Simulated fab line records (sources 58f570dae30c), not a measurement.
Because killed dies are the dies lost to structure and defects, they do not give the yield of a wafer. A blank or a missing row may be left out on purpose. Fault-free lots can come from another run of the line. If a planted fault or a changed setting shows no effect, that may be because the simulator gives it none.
Which tool is to blame?    flow berkeley_cmos170    6 lots with 18 wafers sampled at 3 steps, on a route of 331 steps

## WHAT THE GAUGES SHOWED, per wafer
UCB170_V1_THK_MEAS_04.
lot   measured      on             V1_POLISHED_THK (nm)
L659  day 8 22:26   film_metro-03  1001.6 1001.2 1000.4
L662  day 9 04:59   film_metro-03  1000.0 1353.4 1364.0
L669  day 11 02:36  film_metro-01  997.9 997.8 998.4
L673  day 11 11:27  film_metro-03  1000.6 1000.8 1000.1
L677  day 12 13:11  film_metro-04  1002.4 1000.4 1001.5
L679  day 12 22:30  film_metro-04  1001.7 1000.0 1001.7

## EACH LOT AND THE TOOL THAT RAN IT (in order: tool; ch and the chambers of the sampled wafers; start)
lot   UCB170_M1_ETCH_11                   UCB170_V1_CMP_02
L659  rie_diel-02 ch 0,3, day 8 19:16     cmp-02 ch 1,2,3, day 8 22:08
L662  rie_diel-04 ch 1,2, day 9 01:31     cmp-02 ch 1,3, day 9 04:35
L669  rie_diel-04 ch 1,3, day 10 19:03    cmp-01 ch 0,3, day 11 02:10
L673  rie_diel-04 ch 2,3, day 11 09:02    cmp-01 ch 0,2, day 11 11:04
L677  rie_diel-01 ch 0,3, day 12 10:46    cmp-01 ch 0,2,3, day 12 12:45
L679  rie_diel-04 ch 0,1,2, day 12 19:50  cmp-01 ch 1,3, day 12 22:05
- UCB170_M1_ETCH_11: etches BARC in N2/H2.
- UCB170_V1_CMP_02: polishes SiO2.

## THE ANSWER, worked out from the rows above alone
Rule: usual is defined by the lots themselves. Put in order of their means at a reading, lots are off if they are a third of the lots or fewer, leave a main group of 4 or more, and stand apart from it by a gap of 3 or more times the standard deviation of the main group's means; of several such gaps the widest counts. If all means in a main group match to the digits the tables above print for the reading, that group is not used. A lot without any number at a reading at which 4 lots or more have one is off too. All remaining lots with rows at the step are treated as sound.
Off: L662, seen at UCB170_V1_THK_MEAS_04 (V1_POLISHED_THK). For the main group the mean is 1000.4 nm and the standard deviation 1.2.
If a tool, at a process step before that reading, ran all the lots that are off and no sound lot after the first of them, it fits. The gauges at UCB170_V1_THK_MEAS_04 are tried like those tools. One fits: cmp-02 at UCB170_V1_CMP_02. A fault onset in the window from L659 (day 8 22:08, its last sound lot) to L662 (day 9 04:35, its first lot off) fits.

## WHAT THE SIMULATOR HAD INSERTED
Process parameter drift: cmp-02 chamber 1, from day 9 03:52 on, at UCB170_V1_CMP_02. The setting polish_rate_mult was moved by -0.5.
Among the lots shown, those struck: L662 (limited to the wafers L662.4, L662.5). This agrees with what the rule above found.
